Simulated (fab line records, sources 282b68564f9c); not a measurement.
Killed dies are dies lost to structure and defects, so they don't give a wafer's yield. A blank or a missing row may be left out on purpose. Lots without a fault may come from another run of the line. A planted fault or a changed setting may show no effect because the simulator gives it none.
fab line records | flow rit_cmos
record lots=6 wafers=18 last_day=7
route steps=202 shown ACTIVE@8 FOX1@20 M1@202
lots that met no fault: from a run of the same line without faults
start_h: hours from the record's first day to the start of the lot's first wafer shown | wait_h: hours since the lot's step before | " the same as in the row above | L1.1+2: a row that stands for several wafers | - no value, or no start given | * or withheld: withheld | < > ~ a bound
route shown NAME@n: a module of which the file shows steps, and the number in the route of the first | usual: mean/standard deviation of fault-free wafers | same: alike in all rows | chamber/n: place in a boat | sites: the reading at each site | _std_site: their standard deviation | _edge_site: outer sites' mean less inner sites' | radius_mm: how far each site lies from the wafer's centre | mask NAME#n: copy n | behind: the tool/chamber that last shaped the wafer | hold: why the lot was held/for how many hours/how that ended | device: the transistor (n, p or np) that didn't switch | end of line: the same wafers' tests at the end of the route | a step without rows: its recipe alone | killed: dies lost to structure and defects at the first sort, not the wafer's yield | map: a wafer's dies, x killed, . not, _ none there
set.NAME: the setting as run; set.NAME@STEP: as run at that earlier step | model.NAME: the simulator's own value behind a step, which no gauge read
lots at some steps of the route; a table a step, a row a wafer
services: from which hour (start_h, from the record's first day; less than 0 if before it) a tool's chamber was out of use, for how many hours, and why
## steps
# step RIT_ACTIVE_SOFTBAKE_07
# recipe resist=NOVOLAK temp_c=90 time_s=60
# step RIT_ACTIVE_EXPOSE_08
# recipe mask_id=M1 na=0.6 source_shape=conventional sigma_outer=0.6 target_cd_nm=1400 dose_mj=229.5
# step RIT_ACTIVE_PEB_09
# recipe resist=NOVOLAK temp_c=withheld time_s=withheld
# step RIT_ACTIVE_DEVELOP_10
# recipe resist=NOVOLAK develop_time_s=52.49 dev_temp_c=23
# step RIT_ACTIVE_CD_MEAS_11
# recipe target_cd_nm=1400
# usual cd_nm=1399.6/2.2
# columns lot.wafer tool chamber start_h wait_h cd_nm
L285.3 cd_sem-02 - 40.89 - 1400.9
L285.4 " - " " 1401.4
L285.6 " - " " 1399.9
L286.3 cd_sem-01 - 44.48 - 1401.2
L286.4 " - " " 1399.7
L286.5 " - " " 1399.5
L288.1 cd_sem-01 - 54.78 - 1398.5
L288.4 " - " " 1401.6
L288.5 " - " " 1400.4
L294.1 cd_sem-02 - 85.40 - 1400.6
L294.2 " - " " 1400.3
L294.4 " - " " 1402.1
L297.3 cd_sem-02 - 99.82 - 1398.9
L297.4 " - " " 1397.9
L297.5 " - " " 1398.1
L301.1 cd_sem-01 - 119.77 - 1398.2
L301.5 " - " " 1398.7
L301.6 " - " " 1398.9
# step RIT_ACTIVE_HARDBAKE_12
# recipe resist=NOVOLAK temp_c=140 time_s=60
# step RIT_ACTIVE_ETCH_13
# recipe stop_on=SiO2 chemistry=SF6 target=Si3N4 time_s=210 over_etch_frac=0.4 SF6_flow_sccm=200 pressure_mtorr=260 rf_w=125 target_depth_a=2100
# usual drypump_motor_current_A=5.7/0.48 oes_product_au=0.824/0.014 throttle_valve_pct=7.52/0.13
# columns lot.wafer tool chamber start_h wait_h drypump_motor_current_A oes_product_au rf_hours_counter_h throttle_valve_pct
L285.3 rie_diel-03 1 41.14 0.1 4.6 0.793 152 7.30
L285.4 " 2 " " 6.1 0.823 162 7.58
L285.6 " 2 " " 6.1 0.817 - 7.57
L286.3 rie_diel-02 2 44.71 0.1 6.2 0.827 13 7.52
L286.4 " 1 " " 5.2 0.809 65 7.41
L286.5 " 1 " " 5.2 0.815 - 7.42
L288.1 rie_diel-02 2 55.05 0.1 6.2 0.829 13 7.50
L288.4 " 0 " " 6.3 0.834 3 7.75
L288.5 " 1 " " 5.2 0.810 - 7.42
L294.1 rie_diel-02 3 85.67 0.1 5.3 0.846 132 7.63
L294.2 " 0 " " 6.3 0.837 4 7.74
L294.4 " 2 " " 6.2 0.835 14 7.52
L297.3 rie_diel-02 2 100.05 0.1 6.2 0.842 14 7.51
L297.4 " 3 " " 5.3 0.843 132 7.64
L297.5 " 3 " " 5.3 0.849 - 7.64
L301.1 rie_diel-03 3 120.04 0.1 6.0 0.831 112 7.43
L301.5 " 3 " " 6.0 0.824 - 7.43
L301.6 " 0 " " 5.7 0.827 - 7.31
# step RIT_ACTIVE_STRIP_14
# recipe chemistry=O2 time_s=180 resist=NOVOLAK platen_temp_c=withheld power_w=500 pressure_mtorr=4000 o2_flow_sccm=4000
# usual drypump_motor_current_A=5.6/0.39
# columns lot.wafer tool chamber start_h wait_h drypump_motor_current_A rf_hours_counter_h
L285.3 plasma_asher-03 0 41.33 0.1 5.0 -
L285.4 " 1 " " 5.9 -
L285.6 " 1 " " 5.9 -
L286.3 plasma_asher-04 1 44.90 0.1 5.5 -
L286.4 " 0 " " 5.6 -
L286.5 " 0 " " 5.6 -
L288.1 plasma_asher-02 0 55.19 0.1 5.9 40
L288.4 " 1 " " 6.0 -
L288.5 " 1 " " 6.0 -
L294.1 plasma_asher-03 1 85.80 0.1 5.9 46
L294.2 " 0 " " 5.0 46
L294.4 " 0 " " 5.0 -
L297.3 plasma_asher-02 1 100.25 0.1 6.0 -
L297.4 " 0 " " 5.9 -
L297.5 " 0 " " 5.9 -
L301.1 plasma_asher-02 1 120.17 0.1 6.0 0
L301.5 " 1 " " 6.0 -
L301.6 " 0 " " 5.9 -
# step RIT_ACTIVE_CD_MEAS_90
# recipe target_cd_nm=1400
# usual cd_nm=1399.6/2.2
# columns lot.wafer tool chamber start_h wait_h cd_nm
L285.3 cd_sem-01 - 41.49 0.1 1401.0
L285.4 " - " " 1400.9
L285.6 " - " " 1400.0
L286.3 cd_sem-01 - 45.06 0.1 1401.5
L286.4 " - " " 1399.7
L286.5 " - " " 1399.8
L288.1 cd_sem-01 - 55.36 0.1 1398.7
L288.4 " - " " 1401.8
L288.5 " - " " 1400.4
L294.1 cd_sem-01 - 85.98 0.1 1401.0
L294.2 " - " " 1400.4
L294.4 " - " " 1402.3
L297.3 cd_sem-02 - 100.40 0.1 1398.6
L297.4 " - " " 1398.6
L297.5 " - " " 1398.1
L301.1 cd_sem-02 - 120.34 0.1 1398.1
L301.5 " - " " 1398.7
L301.6 " - " " 1399.2
# step RIT_ACTIVE_CLEAN_15
# recipe chemistry=SC1 mix=3:3:50 time_s=600 temp_c=75
# step RIT_ACTIVE_CLEAN_16
# recipe chemistry=dHF dilution=50:1 time_s=30
# step RIT_ACTIVE_CLEAN_17
# recipe chemistry=SC2 mix=3:3:50 time_s=600 temp_c=75 dry=n2_spin
# step RIT_FOX1_OXIDATION_00
# recipe temp_c=1100 ambient=H2O target_thk_a=3507 p_h2o_torr=720 ox_time_s=1130
# usual spike_tc_centre_C=1102.4/1.4 spike_tc_load_C=1128.0/1.5 spike_tc_source_C=1122/4 tube_center_temp_C=1100/0.093 tube_center_temp_C_max=1102.8/0.44 zone_power_load_pct=39/4.7
# columns lot.wafer tool chamber start_h wait_h spike_tc_centre_C spike_tc_load_C spike_tc_source_C tube_center_temp_C tube_center_temp_C_max zone_power_load_pct model.SiO2_of_FOX1_OXIDATION_00.thk_nm
L285.3 furnace-01 0 43.13 1.2 1102.2 1125.8 1125 1100 1102.7 35 352.6
L285.4 " 0 " " 1102.5 1127.1 1125 1100.1 1102.9 35 353.9
L285.6 " 0 " " 1100.7 1126.6 1124 1100 1103.2 34 350.4
L286.3 furnace-03 0 47.88 2.4 1102.4 1128.9 1126 1100 1103.1 37 356.2
L286.4 " 0 " " 1101.6 1127.0 1126 1100.2 1103.1 37 355.4
L286.5 " 0 " " 1102.3 1126.6 1125 1100.1 1103.2 37 358.4
L288.1 furnace-03 0 55.85 0.0 1075.9 1103.1 1099 1075 1079.1 35 306.1
L288.4 " 0 " " 1076.1 1102.8 1099 1075 1078.2 34 306.1
L288.5 " 0 " " 1076.4 1103.1 1099 1075 1078.1 35 306.4
L294.1 furnace-03 0 87.40 0.9 1077.3 1104.0 1101 1075.1 1077.6 35 304.7
L294.2 " 0 " " 1075.8 1102.6 1098 1075.1 1078.1 34 305.4
L294.4 " 0 " " 1076.3 1102.6 1100 1074.9 1078.5 35 302.8
L297.3 furnace-01 0 101.02 0.2 1104.1 1125.2 1125 1100 1102.5 35 347.6
L297.4 " 0 " " 1100.8 1127.4 1125 1100 1103.1 34 349
L297.5 " 0 " " 1101.4 1127.5 1124 1100 1102.4 35 346.5
L301.1 furnace-04 0 121.12 0.3 1103.3 1128.2 1115 1099.9 1103.1 46 370
L301.5 " 0 " " 1104.2 1128.9 1116 1099.9 1103.1 46 364.1
L301.6 " 0 " " 1104.3 1129.3 1116 1099.9 1103.2 46 372.5
# step RIT_FOX1_THK_MEAS_01
# recipe reads=SiO2_of_FOX1_OXIDATION_00
# usual FOX1_OXIDE_THK=353/8.4
# columns lot.wafer tool chamber start_h wait_h FOX1_OXIDE_THK[nm]
L285.3 film_metro-03 - 44.46 0.0 352
L285.4 " - " " 354
L285.6 " - " " 350
L286.3 film_metro-01 - 49.21 0.0 356
L286.4 " - " " 355
L286.5 " - " " 359
L288.1 film_metro-01 - 57.16 0.0 306
L288.4 " - " " 306
L288.5 " - " " 306
L294.1 film_metro-03 - 88.71 0.0 304
L294.2 " - " " 305
L294.4 " - " " 303
L297.3 film_metro-03 - 102.36 0.0 348
L297.4 " - " " 349
L297.5 " - " " 347
L301.1 film_metro-01 - 122.43 0.0 370
L301.5 " - " " 364
L301.6 " - " " 373
# step RIT_FOX1_WET_ETCH_02
# recipe chemistry=BOE target_depth_nm=350 time_s=390 temp_c=21.5 dry=n2_spin dilution=10:1 target=SiO2
# step RIT_M1_PROBE_99
# usual killed_at_contacts=0.0/0.2 killed_at_front_end=6.6/2.9 killed_dies=6.6/3 killed_open=3.4/2 killed_short=3.2/2
# same gross_dies=264 killed_at_M0_to_M3=0 killed_at_M4_up=0 killed_at_back_side=0 killed_at_other=0
# columns lot.wafer tool chamber start_h wait_h killed_at_contacts killed_at_front_end killed_dies killed_open killed_short model.etest.nplus_sal.width_nm model.etest.pplus_sal.width_nm model.etest.pldd.width_nm model.etest.nldd.width_nm
L285.3 prober-01 - 89.39 0.2 0 7 7 4 3 3419 3428 3172 3167
L285.4 prober-01 - 89.44 0.2 0 5 5 5 0 3445 3483 3183 3171
L285.6 prober-01 - 89.54 0.2 1 14 15 10 5 3426 3419 3182 3180
L286.3 prober-02 - 91.16 0.2 0 4 4 1 3 3430 3435 3179 3174
L286.4 prober-02 - 91.21 0.2 0 3 3 1 2 3446 3454 3188 3174
L286.5 prober-02 - 91.26 0.2 0 8 8 3 5 3433 3449 3156 3170
L288.1 prober-02 - 99.45 0.1 0 7 7 4 3 3488 3500 3225 3216
L288.4 prober-02 - 99.60 0.2 1 10 11 7 4 3500 3498 3211 3223
L288.5 prober-02 - 99.65 0.2 0 13 13 6 7 3507 3501 3219 3192
L294.1 prober-02 - 130.19 0.1 0 3 3 1 2 3503 3465 3240 3231
L294.2 prober-02 - 130.24 0.1 0 8 8 2 6 3474 3481 3236 3240
L294.4 prober-02 - 130.34 0.2 0 1 1 0 1 3525 3496 3263 3251
L297.3 prober-01 - 143.64 0.2 0 7 7 2 5 3427 3455 3209 3185
L297.4 prober-01 - 143.69 0.2 0 7 7 5 2 3456 3453 3186 3197
L297.5 prober-01 - 143.74 0.2 0 9 9 5 4 3441 3442 3212 3186
L301.1 prober-01 - 164.49 0.1 0 3 3 1 2 3440 3437 3148 3136
L301.5 prober-01 - 164.69 0.2 0 11 11 5 6 3442 3434 3150 3150
L301.6 prober-01 - 164.74 0.2 0 3 3 1 2 3400 3396 3129 3146
# killed by level:class
L285.3 FOX1:geometric_particle:open=1 FOX2:geometric_particle:short=1 GATE:geometric_particle:short=1 GATE:geometric_particle:open=1 REOX:geometric_particle:open=1 SPACER:geometric_particle:open=1 SILICIDE:geometric_particle:short=1
L285.4 GATE:geometric_particle:open=3 FOX1:geometric_particle:open=1 SPACER:geometric_particle:open=1
L285.6 GATE:geometric_particle:open=4 FOX1:geometric_particle:short=2 REOX:geometric_particle:open=2 SPACER:geometric_particle:open=2 SPACER:geometric_particle:short=2 FOX1:geometric_particle:open=1 REOX:geometric_particle:short=1 CONTACT:geometric_particle:open=1
L286.3 GATE:geometric_particle:short=3 GATE:geometric_particle:open=1
L286.4 GATE:geometric_particle:short=1 GATE:geometric_particle:open=1 SILICIDE:geometric_particle:short=1
L286.5 FOX1:geometric_particle:short=2 GATE:geometric_particle:open=2 SPACER:geometric_particle:short=2 FOX2:geometric_particle:open=1 GATE:geometric_particle:short=1
L288.1 GATE:geometric_particle:open=2 REOX:geometric_particle:short=2 FOX1:geometric_particle:open=1 FOX2:geometric_particle:short=1 SILICIDE:geometric_particle:open=1
L288.4 REOX:geometric_particle:open=2 REOX:geometric_particle:short=2 FOX1:geometric_particle:open=1 GATE:geometric_particle:open=1 GATE:geometric_particle:short=1 SPACER:geometric_particle:open=1 SILICIDE:geometric_particle:open=1 SILICIDE:geometric_particle:short=1
L288.5 GATE:geometric_particle:short=3 REOX:geometric_particle:short=3 SILICIDE:geometric_particle:open=3 GATE:geometric_particle:open=2 FOX1:geometric_particle:open=1 FOX1:geometric_particle:short=1
L294.1 FOX1:geometric_particle:short=1 REOX:geometric_particle:open=1 REOX:geometric_particle:short=1
L294.2 GATE:geometric_particle:short=2 SPACER:geometric_particle:short=2 SILICIDE:geometric_particle:short=2 FOX1:geometric_particle:open=1 GATE:geometric_particle:open=1
L294.4 REOX:geometric_particle:short=1
L297.3 GATE:geometric_particle:short=4 GATE:geometric_particle:open=1 REOX:geometric_particle:short=1 SILICIDE:geometric_particle:open=1
L297.4 GATE:geometric_particle:open=3 FOX1:geometric_particle:short=1 REOX:geometric_particle:open=1 SILICIDE:geometric_particle:open=1 SILICIDE:geometric_particle:short=1
L297.5 GATE:geometric_particle:open=4 FOX1:geometric_particle:short=2 REOX:geometric_particle:short=1 REOX:geometric_particle:open=1 SILICIDE:geometric_particle:short=1
L301.1 FOX1:geometric_particle:short=1 GATE:geometric_particle:open=1 SPACER:geometric_particle:short=1
L301.5 GATE:geometric_particle:open=3 GATE:geometric_particle:short=2 REOX:geometric_particle:open=2 SPACER:geometric_particle:short=2 FOX1:geometric_particle:short=1 SILICIDE:geometric_particle:short=1
L301.6 FOX1:geometric_particle:short=1 GATE:geometric_particle:short=1 GATE:geometric_particle:open=1
## services
# columns tool chamber start_h hours kind
furnace-03 - 27.62 2.6 pm
plasma_asher-04 - 33.20 1.2 repair
plasma_asher-02 - 43.47 2.2 repair
furnace-04 - 63.59 3.1 pm
plasma_asher-03 - 68.20 8.0 repair
plasma_asher-04 - 69.16 10.0 pm
rie_diel-03 2 81.28 - clean
rie_diel-03 2 81.28 27.5 scheduled_down
rie_diel-03 2 81.28 27.5 vent_cycle
plasma_asher-04 - 95.39 2.0 repair
plasma_asher-02 - 108.75 9.0 pm
plasma_asher-02 0 108.75 9.0 vent_cycle
plasma_asher-02 1 108.75 9.0 vent_cycle
rie_diel-03 - 109.82 2.8 pm
plasma_asher-02 0 117.75 - clean
plasma_asher-02 1 117.75 - clean
## key
first_sign step=RIT_FOX1_OXIDATION_00 reading=tube_center_temp_C direction=down sigmas=99+ usual=* struck=*
effect step=RIT_FOX1_OXIDATION_00 reading=tube_center_temp_C_max direction=down sigmas=56 usual=* struck=*
effect step=RIT_FOX1_THK_MEAS_01 reading=FOX1_OXIDE_THK direction=down sigmas=5.7 usual=353 struck=305
model_effect step=RIT_FOX1_OXIDATION_00 value=SiO2_of_FOX1_OXIDATION_00.thk_nm without=348.1 struck=305.2
model_effect step=RIT_M1_PROBE_99 value=etest.nplus_sal.width_nm without=3454 struck=3500
met_at RIT_FOX1_OXIDATION_00
struck_wafers L288.1,L288.4,L288.5,L294.1,L294.2,L294.4
tester_left_out L288,L294
onset_between 47.88 55.85
fault kind=process_parameter_drift tool=furnace-03 chamber=- onset_h=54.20 steps=RIT_FOX1_OXIDATION_00 channel=temp_c offset=* shape=step end_h=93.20 acts_in=* stated=*
# tester_left_out: of these lots the tester's yield and bins aren't shown, on N5 and GAA mostly nor the transistor test; their killed dies are dies lost to structure and defects alone, not to doping, threshold or leakage, so they don't give the yield
